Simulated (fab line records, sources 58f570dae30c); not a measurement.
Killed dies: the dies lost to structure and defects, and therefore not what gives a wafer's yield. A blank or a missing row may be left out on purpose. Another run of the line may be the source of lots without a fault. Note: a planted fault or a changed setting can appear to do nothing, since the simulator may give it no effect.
fab line records	flow berkeley-cmos170	part 1 of 2: steps 1 to 28 of 39
record lots=5	wafers=15	last-day=10
route steps=331 shown PWELL@37 WELLDRIVE@55 ACTIVE@60
lots untouched by any fault: they come from a run of this same line in which no faults occurred
start-h: the number of hours between the record's first day and the start of the first shown wafer of the lot	wait-h: how many hours have passed since the lot's step before this one	" as in the row above	L1.1+2: a row that stands for several wafers	- no value, or no start was given	* or withheld: withheld	< > ~ a bound
route shown NAME@n: a module of which the file shows steps, and the number in the route of the first	usual: mean/standard deviation of fault-free wafers	same: alike in all rows	chamber/n: place in a boat	sites: each site's reading	_std_site: standard deviation across them	_edge_site: the outer-site mean with the inner-site mean subtracted	radius-mm: how far each site lies from the wafer's centre	mask NAME#n: copy n	behind: the last tool/chamber to shape the wafer	hold: reason for holding the lot/hours on hold/outcome of the hold	device: transistor that didn't switch, given as n, p or np	end of line: the tests these same wafers got at the end of their route	step lacking rows: just its recipe	killed: count of dies lost to structure and defects at first sort (not the wafer's yield)	map: the dies of a wafer, with x for killed, . for not killed, _ for no die there
set.NAME: the setting that was run; set.NAME@STEP: the one run at that earlier step	model.NAME: the simulator's own value behind a step, which no gauge read
lots at selected steps of the route; one table per step, one row per wafer
services: the hour from which a tool's chamber was out of use, counted from the record's first day as start-h (under 0 if before that day), plus the number of hours and why
## steps
# step UCB170_PWELL_THK_MEAS_03
# recipe reads=SiO2_of_PWELL_OXIDATION_02
# usual PWELL_OXIDE_THK=26.6/0.57
lot.wafer	tool	chamber	start-h	wait-h	PWELL_OXIDE_THK[nm]
L074.3	film-metro-03	-	53.85	0.0	26.7
L074.4	"	-	"	"	26.5
L074.5	"	-	"	"	26.3
L082.1	film-metro-03	-	93.28	0.0	26.7
L082.3	"	-	"	"	26.5
L082.5	"	-	"	"	26.6
L084.2	film-metro-04	-	93.29	0.0	26.5
L084.3	"	-	"	"	26.5
L084.6	"	-	"	"	26.1
L085.1	film-metro-02	-	103.72	0.0	26.5
L085.4	"	-	"	"	26.3
L085.5	"	-	"	"	26.4
L086.1	film-metro-03	-	103.72	0.0	26.7
L086.2	"	-	"	"	26.4
L086.4	"	-	"	"	26.6
# step UCB170_PWELL_ANNEAL_04
# recipe temp-c=1000	time-s=900	ambient=N2
lot.wafer	tool	chamber	start-h	wait-h
L074.3+4+5	furnace-04	0	58.38	4.5
L082.1+3+5	furnace-01	0	97.45	4.2
L084.2+3+6	furnace-01	0	97.45	4.1
L085.1+4+5	furnace-04	0	109.23	5.5
L086.1+2+4	furnace-04	0	109.23	5.5
# step UCB170_PWELL_CVD_05
# recipe material=Si3N4	target-thk-nm=220	temp-c=800	precursor=SiH2Cl2/NH3	time-s=3300	pressure-mtorr=200	sih2cl2-flow-sccm=25	nh3-flow-sccm=75
# usual sih2cl2-flow-sccm=24.98/0.074	susceptor-temp-C=800.0/0.31
lot.wafer	tool	chamber	start-h	wait-h	sih2cl2-flow-sccm	susceptor-temp-C
L074.3	lpcvd-01	0	59.63	0.0	24.93	799.8
L074.4	"	0	"	"	25.03	799.9
L074.5	"	0	"	"	24.94	799.8
L082.1	lpcvd-01	1	98.70	0.0	24.91	800.2
L082.3	"	1	"	"	25.11	800.2
L082.5	"	1	"	"	25.04	800.4
L084.2	lpcvd-01	1	98.70	0.0	25.05	799.7
L084.3	"	1	"	"	25.02	800.1
L084.6	"	1	"	"	25.05	799.9
L085.1	lpcvd-02	0	110.48	0.0	24.90	800.2
L085.4	"	0	"	"	24.91	799.9
L085.5	"	0	"	"	24.90	800.1
L086.1	lpcvd-02	1	110.48	0.0	24.93	800.4
L086.2	"	1	"	"	25.06	800.3
L086.4	"	1	"	"	25.06	800.0
# step UCB170_PWELL_THK_MEAS_06
# recipe reads=Si3N4_of_PWELL_CVD_05
# usual PWELL_NITRIDE_THK=219.5/2.2
lot.wafer	tool	chamber	start-h	wait-h	PWELL_NITRIDE_THK[nm]
L074.3	film-metro-02	-	61.56	0.0	218.8
L074.4	"	-	"	"	219.3
L074.5	"	-	"	"	218.6
L082.1	film-metro-02	-	100.61	0.0	219.1
L082.3	"	-	"	"	221.3
L082.5	"	-	"	"	220.9
L084.2	film-metro-03	-	100.62	0.0	221.1
L084.3	"	-	"	"	221.0
L084.6	"	-	"	"	219.8
L085.1	film-metro-04	-	113.36	0.0	219.8
L085.4	"	-	"	"	217.8
L085.5	"	-	"	"	216.7
L086.1	film-metro-03	-	113.36	0.0	219.4
L086.2	"	-	"	"	217.1
L086.4	"	-	"	"	217.9
# step UCB170_PWELL_HMDS_07
# recipe prime-time-s=60	prime-temp-c=100
# usual exhaust-pa=45.0/0.91
lot.wafer	tool	chamber	start-h	wait-h	exhaust-pa
L074.3	litho-track-02	0	62.41	0.8	45.3
L074.4	"	0	"	"	44.5
L074.5	"	0	"	"	44.0
L082.1	litho-track-04	0	101.61	1.0	45.8
L082.3	"	0	"	"	44.8
L082.5	"	0	"	"	45.7
L084.2	litho-track-03	0	101.74	1.1	45.9
L084.3	"	0	"	"	43.2
L084.6	"	0	"	"	44.5
L085.1	litho-track-02	0	113.42	0.1	46.9
L085.4	"	0	"	"	44.9
L085.5	"	0	"	"	45.6
L086.1	litho-track-03	0	113.76	0.4	45.3
L086.2	"	0	"	"	43.4
L086.4	"	0	"	"	44.4
# step UCB170_PWELL_COAT_08
# recipe resist=KrF	spin-rpm=1500	resist-thk-nm=900
# usual exhaust-pa=45.0/0.88
lot.wafer	tool	chamber	start-h	wait-h	exhaust-pa
L074.3	litho-track-02	0	62.56	0.1	44.0
L074.4	"	0	"	"	43.4
L074.5	"	0	"	"	43.1
L082.1	litho-track-04	0	101.76	0.1	45.1
L082.3	"	0	"	"	45.2
L082.5	"	0	"	"	45.6
L084.2	litho-track-03	0	101.89	0.1	46.1
L084.3	"	0	"	"	44.5
L084.6	"	0	"	"	44.8
L085.1	litho-track-02	0	113.57	0.1	44.4
L085.4	"	0	"	"	44.3
L085.5	"	0	"	"	44.7
L086.1	litho-track-03	0	113.91	0.1	45.8
L086.2	"	0	"	"	46.0
L086.4	"	0	"	"	47.2
# step UCB170_PWELL_SOFTBAKE_09
# recipe resist=KrF	temp-c=130	time-s=60
# usual exhaust-pa=45.1/1
lot.wafer	tool	chamber	start-h	wait-h	exhaust-pa
L074.3	litho-track-02	0	62.71	0.1	44.8
L074.4	"	0	"	"	43.7
L074.5	"	0	"	"	45.1
L082.1	litho-track-04	0	101.91	0.1	44.4
L082.3	"	0	"	"	45.4
L082.5	"	0	"	"	45.1
L084.2	litho-track-03	0	102.04	0.1	47.0
L084.3	"	0	"	"	45.1
L084.6	"	0	"	"	46.6
L085.1	litho-track-02	0	113.72	0.1	45.1
L085.4	"	0	"	"	44.6
L085.5	"	0	"	"	45.5
L086.1	litho-track-03	0	114.06	0.1	44.3
L086.2	"	0	"	"	43.7
L086.4	"	0	"	"	43.6
# step UCB170_PWELL_EXPOSE_10
# recipe mask-id=PWELL	target-cd-nm=3000	na=0.5	sigma-outer=0.6	source-shape=conventional	dose-mj=19
lot.wafer	tool	chamber	start-h	wait-h	mask
L074.3+4+5	krf-scanner-02	0	-	-	PWELL#0
L082.1+3+5	krf-scanner-02	0	102.06	0.1	PWELL#0
L084.2+3+6	krf-scanner-01	0	102.33	0.3	PWELL#0
L085.1+4+5	krf-scanner-02	0	114.00	0.3	PWELL#0
L086.1+2+4	krf-scanner-02	0	114.21	0.1	PWELL#0
# step UCB170_PWELL_PEB_11
# recipe peb-temp-c=130	peb-time-s=withheld	resist=KrF
# usual exhaust-pa=44.9/0.85
lot.wafer	tool	chamber	start-h	wait-h	exhaust-pa
L074.3	litho-track-03	0	-	-	44.6
L074.4	"	0	"	"	44.8
L074.5	"	0	"	"	44.2
L082.1	litho-track-03	0	102.71	0.6	44.2
L082.3	"	0	"	"	44.8
L082.5	"	0	"	"	44.5
L084.2	litho-track-02	0	103.00	0.7	44.2
L084.3	"	0	"	"	44.6
L084.6	"	0	"	"	44.7
L085.1	litho-track-03	0	114.21	0.2	46.2
L085.4	"	0	"	"	45.4
L085.5	"	0	"	"	43.0
L086.1	litho-track-02	0	114.32	0.1	45.2
L086.2	"	0	"	"	44.4
L086.4	"	0	"	"	46.1
# step UCB170_PWELL_DEVELOP_12
# recipe developer=TMAH	develop-time-s=45	resist=KrF	dev-temp-c=21
# usual exhaust-pa=44.9/0.89
lot.wafer	tool	chamber	start-h	wait-h	exhaust-pa
L074.3	litho-track-03	0	-	-	44.6
L074.4	"	0	"	"	44.4
L074.5	"	0	"	"	43.4
L082.1	litho-track-03	0	-	-	44.9
L082.3	"	0	"	"	44.6
L082.5	"	0	"	"	44.5
L084.2	litho-track-02	0	-	-	43.7
L084.3	"	0	"	"	43.8
L084.6	"	0	"	"	44.3
L085.1	litho-track-03	0	-	-	44.6
L085.4	"	0	"	"	44.2
L085.5	"	0	"	"	43.9
L086.1	litho-track-02	0	-	-	44.2
L086.2	"	0	"	"	44.9
L086.4	"	0	"	"	43.4
# step UCB170_PWELL_OVL_MEAS_13
# usual PWELL_OVL=1/6.6
lot.wafer	tool	chamber	start-h	wait-h	PWELL_OVL[nm]
L074.3	overlay-01	-	64.22	-	6
L074.4	"	-	"	"	3
L074.5	"	-	"	"	9
L082.1	overlay-02	-	102.99	-	0
L082.3	"	-	"	"	0
L082.5	"	-	"	"	5
L084.2	overlay-01	-	103.25	-	6
L084.3	"	-	"	"	7
L084.6	"	-	"	"	3
L085.1	overlay-01	-	114.48	-	-20
L085.4	"	-	"	"	-4
L085.5	"	-	"	"	-11
L086.1	overlay-02	-	114.60	-	-1
L086.2	"	-	"	"	-1
L086.4	"	-	"	"	-3
# step UCB170_PWELL_ETCH_14
# recipe chemistry=CH3F/Ar/O2	target=Si3N4	stop-on=SiO2	CH3F_flow_sccm=20	Ar_flow_sccm=50	O2_flow_sccm=7	pressure-mtorr=50	rf-w=450	target-depth-a=2420	over-etch-frac=0.1	time-s=151
# usual drypump-motor-current-A=5.7/0.45	oes-product-au=0.943/0.015	throttle-valve-pct=8.05/0.14
lot.wafer	tool	chamber	start-h	wait-h	drypump-motor-current-A	oes-product-au	rf-hours-counter-h	throttle-valve-pct
L074.3	rie-diel-04	1	64.24	0.0	6.6	0.955	78	8.26
L074.4	"	2	"	"	5.4	0.946	13	8.10
L074.5	"	0	"	"	6.0	0.945	-	7.97
L082.1	rie-diel-02	1	103.02	0.0	5.3	0.916	129	8.11
L082.3	"	3	"	"	5.7	0.936	21	7.93
L082.5	"	1	"	"	5.2	0.928	-	8.10
L084.2	rie-diel-04	0	103.28	0.0	6.0	0.946	1	7.99
L084.3	"	3	"	"	5.7	0.966	146	7.93
L084.6	"	0	"	"	6.0	0.930	-	7.98
L085.1	rie-diel-02	3	114.52	0.0	5.7	0.932	22	7.94
L085.4	"	0	"	"	5.6	0.922	12	7.74
L085.5	"	0	"	"	5.6	0.919	-	7.72
L086.1	rie-diel-04	0	114.63	0.0	6.0	0.939	1	7.98
L086.2	"	3	"	"	5.7	0.949	146	7.92
L086.4	"	1	"	"	6.5	0.956	80	8.27
# step UCB170_PWELL_IMPLANT_15
# recipe species=B	dose-cm2=5e+12	energy-kev=60	tilt-deg=7
lot.wafer	tool	chamber	start-h	wait-h
L074.3+4+5	implanter-01	0	64.39	0.1
L082.1+3+5	implanter-03	0	103.12	0.1
L084.2+3+6	implanter-02	0	103.41	0.1
L085.1+4+5	implanter-03	0	114.62	0.1
L086.1+2+4	implanter-02	0	114.73	0.1
# step UCB170_PWELL_STRIP_16
# recipe chemistry=O2	power-w=400	pressure-mtorr=3500	platen-temp-c=withheld	o2-flow-sccm=400	overash-fraction=0.5
# usual drypump-motor-current-A=6.0/0.41	o2-flow-sccm=400.0/1.1	oes-product-au=0.721/0.0044	strip-time-to-endpoint-s=18.04/0.095
lot.wafer	tool	chamber	start-h	wait-h	drypump-motor-current-A	o2-flow-sccm	oes-product-au	rf-hours-counter-h	strip-time-to-endpoint-s
L074.3	plasma-asher-02	1	64.53	0.1	5.8	399.2	0.723	-	18.13
L074.4	"	0	"	"	6.2	402.7	0.727	-	18.05
L074.5	"	1	"	"	5.8	401.4	0.711	-	18.12
L082.1	plasma-asher-01	1	103.27	0.1	6.4	399.5	0.717	37	18.10
L082.3	"	0	"	"	6.2	399.1	0.719	-	18.06
L082.5	"	1	"	"	6.4	397.5	0.716	-	18.14
L084.2	plasma-asher-01	1	103.54	0.1	6.4	400.2	0.720	37	17.99
L084.3	"	0	"	"	6.1	400.0	0.723	-	18.07
L084.6	"	1	"	"	6.4	398.4	0.719	-	17.98
L085.1	plasma-asher-02	1	114.77	0.1	5.8	399.9	0.730	33	17.98
L085.4	"	0	"	"	6.3	400.5	0.725	-	18.07
L085.5	"	1	"	"	5.8	400.4	0.718	-	18.11
L086.1	plasma-asher-02	0	114.88	0.1	6.3	399.1	0.720	33	17.99
L086.2	"	1	"	"	5.8	400.1	0.722	33	18.11
L086.4	"	1	"	"	5.8	398.6	0.714	-	18.10
# step UCB170_PWELL_TW_MEAS_17
# usual PWELL_TW=376/3.6
lot.wafer	tool	chamber	start-h	wait-h	PWELL_TW
L074.3	film-metro-04	-	64.61	0.1	377
L074.4	"	-	"	"	376
L074.5	"	-	"	"	378
L082.1	film-metro-02	-	103.37	0.1	374
L082.3	"	-	"	"	374
L082.5	"	-	"	"	373
L084.2	film-metro-02	-	103.65	0.1	372
L084.3	"	-	"	"	373
L084.6	"	-	"	"	372
L085.1	film-metro-04	-	114.87	0.1	375
L085.4	"	-	"	"	378
L085.5	"	-	"	"	377
L086.1	film-metro-02	-	115.03	0.1	373
L086.2	"	-	"	"	374
L086.4	"	-	"	"	371
# step UCB170_PWELL_CLEAN_18
# recipe chemistry=SPM	temp-c=120	time-s=600
# usual temp-c=120.00/0.13
lot.wafer	tool	chamber	start-h	wait-h	temp-c
L074.3	wet-bench-01	1	67.56	2.9	120.01
L074.4	"	1	"	"	119.93
L074.5	"	1	"	"	119.98
L082.1	wet-bench-01	0	107.33	3.9	120.00
L082.3	"	0	"	"	120.02
L082.5	"	0	"	"	120.09
L084.2	wet-bench-01	2	107.33	3.7	120.09
L084.3	"	2	"	"	120.02
L084.6	"	2	"	"	120.14
L085.1	wet-bench-02	3	114.93	0.1	119.98
L085.4	"	3	"	"	119.97
L085.5	"	3	"	"	120.00
L086.1	wet-bench-01	1	115.09	0.1	120.01
L086.2	"	1	"	"	119.93
L086.4	"	1	"	"	119.78
# step UCB170_PWELL_WET_ETCH_19
# recipe chemistry=H3PO4	target=Si3N4	temp-c=160	time-s=14400
# usual temp-c=160.00/0.15
lot.wafer	tool	chamber	start-h	wait-h	temp-c
L074.3	wet-bench-01	0	67.74	0.0	160.19
L074.4	"	0	"	"	159.89
L074.5	"	0	"	"	160.16
L082.1	wet-bench-02	2	107.55	0.0	159.95
L082.3	"	2	"	"	160.04
L082.5	"	2	"	"	160.24
L084.2	wet-bench-02	1	107.55	0.0	159.94
L084.3	"	1	"	"	160.02
L084.6	"	1	"	"	159.64
L085.1	wet-bench-02	3	115.10	0.0	159.72
L085.4	"	3	"	"	159.94
L085.5	"	3	"	"	159.86
L086.1	wet-bench-04	2	115.26	0.0	159.96
L086.2	"	2	"	"	159.92
L086.4	"	2	"	"	160.09
# step UCB170_PWELL_WET_ETCH_20
# recipe chemistry=BOE	dilution=5:1	target=SiO2	temp-c=25	time-s=22
# usual temp-c=24.99/0.12
lot.wafer	tool	chamber	start-h	wait-h	temp-c
L074.3	wet-bench-02	2	71.75	0.0	24.93
L074.4	"	2	"	"	24.91
L074.5	"	2	"	"	24.94
L082.1	wet-bench-01	1	111.56	0.0	25.21
L082.3	"	1	"	"	25.10
L082.5	"	1	"	"	25.04
L084.2	wet-bench-01	1	111.56	0.0	24.90
L084.3	"	1	"	"	24.75
L084.6	"	1	"	"	24.86
L085.1	wet-bench-02	2	119.29	0.2	24.97
L085.4	"	2	"	"	24.93
L085.5	"	2	"	"	24.96
L086.1	wet-bench-02	0	119.29	0.0	25.02
L086.2	"	0	"	"	25.04
L086.4	"	0	"	"	25.07
# step UCB170_WELLDRIVE_CLEAN_00
# recipe chemistry=SPM	temp-c=120	time-s=600
# usual temp-c=120.02/0.13
lot.wafer	tool	chamber	start-h	wait-h	temp-c
L074.3	wet-bench-01	1	71.76	0.0	119.98
L074.4	"	1	"	"	120.07
L074.5	"	1	"	"	119.84
L082.1	wet-bench-04	2	111.58	0.0	120.13
L082.3	"	2	"	"	120.19
L082.5	"	2	"	"	119.82
L084.2	wet-bench-04	2	111.58	0.0	119.89
L084.3	"	2	"	"	120.03
L084.6	"	2	"	"	119.92
L085.1	wet-bench-01	3	119.34	0.0	120.15
L085.4	"	3	"	"	120.00
L085.5	"	3	"	"	119.95
L086.1	wet-bench-01	3	119.34	0.0	120.17
L086.2	"	3	"	"	120.06
L086.4	"	3	"	"	120.15
# step UCB170_WELLDRIVE_OXIDATION_01
# recipe temp-c=1100	ambient=O2	target-thk-a=1990	ox-time-s=9000
lot.wafer	tool	chamber	start-h	wait-h
L074.3+4+5	furnace-02	0	76.18	4.2
L082.1+3+5	furnace-02	0	117.15	5.4
L084.2+3+6	furnace-02	0	117.15	5.4
L085.1+4+5	furnace-02	0	122.15	2.6
L086.1+2+4	furnace-02	0	122.15	2.6
# step UCB170_WELLDRIVE_THK_MEAS_02
# recipe reads=SiO2_of_WELLDRIVE_OXIDATION_01
# usual WELLDRIVE_OXIDE_THK=199/3.4
lot.wafer	tool	chamber	start-h	wait-h	WELLDRIVE_OXIDE_THK[nm]
L074.3	film-metro-04	-	79.70	0.0	204
L074.4	"	-	"	"	201
L074.5	"	-	"	"	199
L082.1	film-metro-01	-	120.65	0.0	200
L082.3	"	-	"	"	200
L082.5	"	-	"	"	198
L084.2	film-metro-04	-	120.66	0.0	198
L084.3	"	-	"	"	202
L084.6	"	-	"	"	197
L085.1	film-metro-01	-	125.65	0.0	207
L085.4	"	-	"	"	205
L085.5	"	-	"	"	204
L086.1	film-metro-03	-	125.65	0.0	197
L086.2	"	-	"	"	200
L086.4	"	-	"	"	198
# step UCB170_WELLDRIVE_ANNEAL_03
# recipe temp-c=1100	time-s=900	ambient=N2
lot.wafer	tool	chamber	start-h	wait-h
L074.3+4+5	furnace-01	0	85.18	5.5
L082.1+3+5	furnace-01	0	124.42	3.8
L084.2+3+6	furnace-01	0	124.42	3.8
L085.1+4+5	furnace-01	0	131.17	5.5
L086.1+2+4	furnace-01	0	131.17	5.5
# step UCB170_WELLDRIVE_WET_ETCH_04
# recipe chemistry=BOE	dilution=5:1	target=SiO2	temp-c=25	time-s=120
# usual temp-c=25.01/0.11
lot.wafer	tool	chamber	start-h	wait-h	temp-c
L074.3	wet-bench-01	3	87.09	0.7	25.13
L074.4	"	3	"	"	25.05
L074.5	"	3	"	"	25.03
L082.1	wet-bench-04	3	125.70	0.0	25.19
L082.3	"	3	"	"	25.06
L082.5	"	3	"	"	24.91
L084.2	wet-bench-04	1	125.70	0.0	24.98
L084.3	"	1	"	"	25.06
L084.6	"	1	"	"	25.04
L085.1	wet-bench-01	0	132.42	0.0	25.10
L085.4	"	0	"	"	25.00
L085.5	"	0	"	"	24.93
L086.1	wet-bench-01	3	132.42	0.0	25.14
L086.2	"	3	"	"	24.99
L086.4	"	3	"	"	24.99
# step UCB170_ACTIVE_CLEAN_00
# recipe chemistry=SPM	temp-c=120	time-s=600
# usual temp-c=119.97/0.12
lot.wafer	tool	chamber	start-h	wait-h	temp-c
L074.3	wet-bench-02	1	88.23	1.1	120.05
L074.4	"	1	"	"	120.02
L074.5	"	1	"	"	120.08
L082.1	wet-bench-01	2	129.04	3.3	120.02
L082.3	"	2	"	"	119.93
L082.5	"	2	"	"	120.14
L084.2	wet-bench-01	0	129.04	3.3	120.06
L084.3	"	0	"	"	120.05
L084.6	"	0	"	"	120.06
L085.1	wet-bench-04	3	132.46	0.0	120.20
L085.4	"	3	"	"	119.96
L085.5	"	3	"	"	120.05
L086.1	wet-bench-04	2	132.46	0.0	119.96
L086.2	"	2	"	"	119.94
L086.4	"	2	"	"	119.96
# step UCB170_ACTIVE_CLEAN_01
# recipe chemistry=dHF	dilution=25:1	time-s=60
lot.wafer	tool	chamber	start-h	wait-h
L074.3+4+5	wet-bench-02	2	88.63	0.2
L082.1+3+5	wet-bench-02	0	129.49	0.3
L084.2+3+6	wet-bench-02	3	129.49	0.3
L085.1+4+5	wet-bench-01	3	132.64	0.0
L086.1+2+4	wet-bench-01	3	132.64	0.0
# step UCB170_ACTIVE_OXIDATION_02
# recipe temp-c=1000	ambient=O2	target-thk-a=264	ox-time-s=1260
lot.wafer	tool	chamber	start-h	wait-h
L074.3+4+5	furnace-02	0	90.76	2.1
L082.1+3+5	furnace-02	0	133.22	3.7
L084.2+3+6	furnace-02	0	133.22	3.7
L085.1+4+5	furnace-02	0	133.22	0.6
L086.1+2+4	furnace-02	0	133.22	0.6
# step UCB170_ACTIVE_THK_MEAS_03
# recipe reads=SiO2_of_ACTIVE_OXIDATION_02
# usual ACTIVE_OXIDE_THK=26.5/0.5
lot.wafer	tool	chamber	start-h	wait-h	ACTIVE_OXIDE_THK[nm]
L074.3	film-metro-03	-	92.13	0.0	26.5
L074.4	"	-	"	"	26.7
L074.5	"	-	"	"	26.1
L084.2	film-metro-01	-	134.58	0.0	26.1
L084.3	"	-	"	"	26.1
L084.6	"	-	"	"	26.7
L085.1	film-metro-03	-	134.58	0.0	26.3
L085.4	"	-	"	"	25.7
L085.5	"	-	"	"	26.3
L082.1	film-metro-01	-	134.63	0.1	27.3
L082.3	"	-	"	"	26.3
L082.5	"	-	"	"	26.9
L086.1	film-metro-03	-	134.64	0.1	26.6
L086.2	"	-	"	"	26.2
L086.4	"	-	"	"	26.4
# step UCB170_ACTIVE_ANNEAL_04
# recipe temp-c=1000	time-s=900	ambient=N2
lot.wafer	tool	chamber	start-h	wait-h
L074.3+4+5	furnace-01	0	94.95	2.8
L082.1+3+5	furnace-02	0	138.67	4.0
L084.2+3+6	furnace-02	0	138.67	4.1
L085.1+4+5	furnace-02	0	138.67	4.1
L086.1+2+4	furnace-02	0	138.67	4.0
